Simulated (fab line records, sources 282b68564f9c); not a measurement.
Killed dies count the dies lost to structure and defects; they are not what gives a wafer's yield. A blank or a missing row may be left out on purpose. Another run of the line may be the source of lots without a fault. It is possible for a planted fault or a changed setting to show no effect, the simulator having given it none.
A struck lot beside a sound one + flow rit cmos + 15 steps out of a route of 202
Sound: wafers L160.1, L160.3, L160.5. Wafers struck: L170.4, L170.5, L170.6. The cause comes at the end.
At each step with rows: each side's tool, then ch and its chambers, then its first start. Under that, the readings that differ: sound wafers + struck wafers + difference of the means + sigmas: that difference in standard deviations of wafers without a fault.
alike: words and numbers the same on both sides, and readings whose means are apart by under 2 such deviations; not compared: readings that were withheld, readings missing a value for some wafer, numbers with overlapping values and no deviation given by the record, and bounds like >300 which may hide the same value.
Wherever a step has rows on one side only, a row that says differs or no value, or a row with sigmas, the two part there. When numbers do not overlap yet have no deviation, they are printed without sigmas and do not part them. Lack of a reading on every wafer of one side parts them only where that side has two or more wafers.

first, 4 steps without rows for these wafers: RIT_PSD_SOFTBAKE_02 (time 58.18 s); RIT_PSD_EXPOSE_03 (exposes mask M10, target cd 40900 nm); RIT_PSD_PEB_04; RIT_PSD_DEVELOP_05 (develop time 50 s).
RIT_PSD_OVL_MEAS_06:
  sound on overlay-01, day 3 00:44; struck on overlay-01, day 5 02:31
  alike: PSD_OVL
then, 2 steps without rows for these wafers: RIT_PSD_HARDBAKE_07 (time 60 s); RIT_PSD_IMPLANT_08.
RIT_PSD_STRIP_09: strips in O2, time 180 s.
  sound on plasma asher-03 ch 0,1, day 3 01:04; struck on plasma asher-04 ch 0,1, day 5 02:53
  alike: drypump motor current A
  not compared: rf hours counter h
RIT_PSD_TW_MEAS_10:
  sound on film metro-04, day 3 01:14; struck on film metro-02, day 5 03:02
  alike: PSD_TW
then, 3 steps without rows for these wafers: RIT_SDANNEAL_CLEAN_00 (cleans in SC1, time 600 s); RIT_SDANNEAL_CLEAN_01 (cleans in dHF, time 30 s); RIT_SDANNEAL_CLEAN_02 (cleans in SC2, time 600 s).
RIT_SDANNEAL_RTA_03: time 5 s.
  sound on rtp anneal-02 ch 0, day 3 01:42; struck on rtp anneal-02 ch 0, day 5 03:28
| reading          | sound                | struck               | difference | sigmas |
|------------------|----------------------|----------------------|------------|--------|
| wafer_temp_C_max | 1053.2 1054.0 1052.2 | 1086.7 1087.0 1087.8 | +34.0      | +31    |
RIT_SDANNEAL_RS_MEAS_04: a four-point-probe measurement.
  sound on film metro-02, day 3 01:46; struck on film metro-02, day 5 03:55
| reading         | sound             | struck         | difference | sigmas |
|-----------------|-------------------|----------------|------------|--------|
| PSD_RS (ohm/sq) | 115.3 115.7 115.5 | 94.3 94.1 94.1 | -21.3      | -67    |
  not compared: hold
RIT_M1_PROBE_99:
  sound wafers here have rows in the record (prober-01, day 3 09:20); struck ones have none

== WHERE THEY PART ==
Earliest at RIT_SDANNEAL_RTA_03; latest, in this record, at RIT_M1_PROBE_99.

WHY: what the simulator had put in
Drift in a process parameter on rtp anneal-02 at RIT_SDANNEAL_RTA_03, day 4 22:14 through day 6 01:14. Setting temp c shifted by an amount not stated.
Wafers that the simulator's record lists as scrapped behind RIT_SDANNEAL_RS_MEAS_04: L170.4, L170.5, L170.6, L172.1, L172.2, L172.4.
